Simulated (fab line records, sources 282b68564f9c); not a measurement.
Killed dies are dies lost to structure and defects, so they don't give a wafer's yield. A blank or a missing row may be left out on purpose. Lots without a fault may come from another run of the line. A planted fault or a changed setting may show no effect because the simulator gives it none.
One fault seen from 2 desks | flow rit_cmos | each desk has only its own numbers; what lay behind them comes last

THE TOOL OWNER'S DESK: rie_diel-04
The tool's own readings at RIT_ACTIVE_ETCH_13 (etches Si3N4 in SF6, stops on SiO2, time 210 s, target depth 210 nm): means of the sampled wafers that have a number, for each lot that ran on this tool. A lot is out of limits, marked OUT, if its mean lies more than 4 standard deviations from the usual mean; the brackets give that distance.
Columns: A = chamber_pressure_mTorr at RIT_ACTIVE_ETCH_13, usual 259.97 mTorr; B = drypump_motor_current_A at RIT_ACTIVE_ETCH_13, usual 5.9 A; C = oes_product_au at RIT_ACTIVE_ETCH_13, usual 0.825 a.u.; D = throttle_valve_pct at RIT_ACTIVE_ETCH_13, usual 7.47 %
lot  | first seen here | A                        | B   | C     | D
L549 | day 1 18:20     | 260.06                   | 6.0 | 0.835 | 7.55
L559 | day 3 17:59     | 216.59 (-99 or more) OUT | 5.5 | 0.838 | 7.35
L560 | day 3 23:00     | 216.76 (-99 or more) OUT | 5.8 | 0.825 | 7.45
This desk's finding: out of limits on L559, L560; first on L559, day 3 17:59 (chamber_pressure_mTorr at RIT_ACTIVE_ETCH_13). In limits: L549.

THE METROLOGY DESK
What the gauges read, lot by lot, whatever tool the lot ran on: means of the sampled wafers that have a number. A lot is out of limits, marked OUT, if its mean lies more than 4 standard deviations from the usual mean; the brackets give that distance.
Columns: A = ACTIVE_OXIDE_THK at RIT_ACTIVE_THK_MEAS_02, usual 47.0 nm; B = ACTIVE_NITRIDE_THK at RIT_ACTIVE_THK_MEAS_04, usual 150.4 nm; C = cd_nm at RIT_ACTIVE_CD_MEAS_11, usual 1399.2 nm
lot  | first seen here | A    | B     | C
L549 | day 1 15:34     | 46.6 | 151.8 | 1395.3
L552 | day 2 07:44     | 47.2 | 150.9 | 1399.3
L559 | day 3 14:59     | 46.7 | 149.7 | 1399.1
L560 | day 3 20:10     | 45.9 | 148.5 | 1399.2
L564 | day 4 15:56     | 48.8 | 151.8 | 1401.0
L572 | day 6 09:36     | 45.9 | 149.0 | 1397.5
This desk's finding: nothing out of limits on any of the 6 lots.

PUT TOGETHER
The tool owner's desk could have raised an alarm at day 3 17:59, on L559, L560.
The metrology desk saw nothing out of limits.
The metrology desk has L559, L560 on record, within its limits.
Of the lots named, all ran RIT_ACTIVE_ETCH_13 on rie_diel-04.

WHAT THE SIMULATOR HAD PUT IN
Process parameter drift: rie_diel-04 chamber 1, from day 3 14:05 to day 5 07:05, at RIT_ACTIVE_ETCH_13. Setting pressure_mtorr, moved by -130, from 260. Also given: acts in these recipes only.
Lots struck among those shown: L559, L560.
Hours from the fault's start to each desk's first reading out of limits: the tool owner's desk, 4.
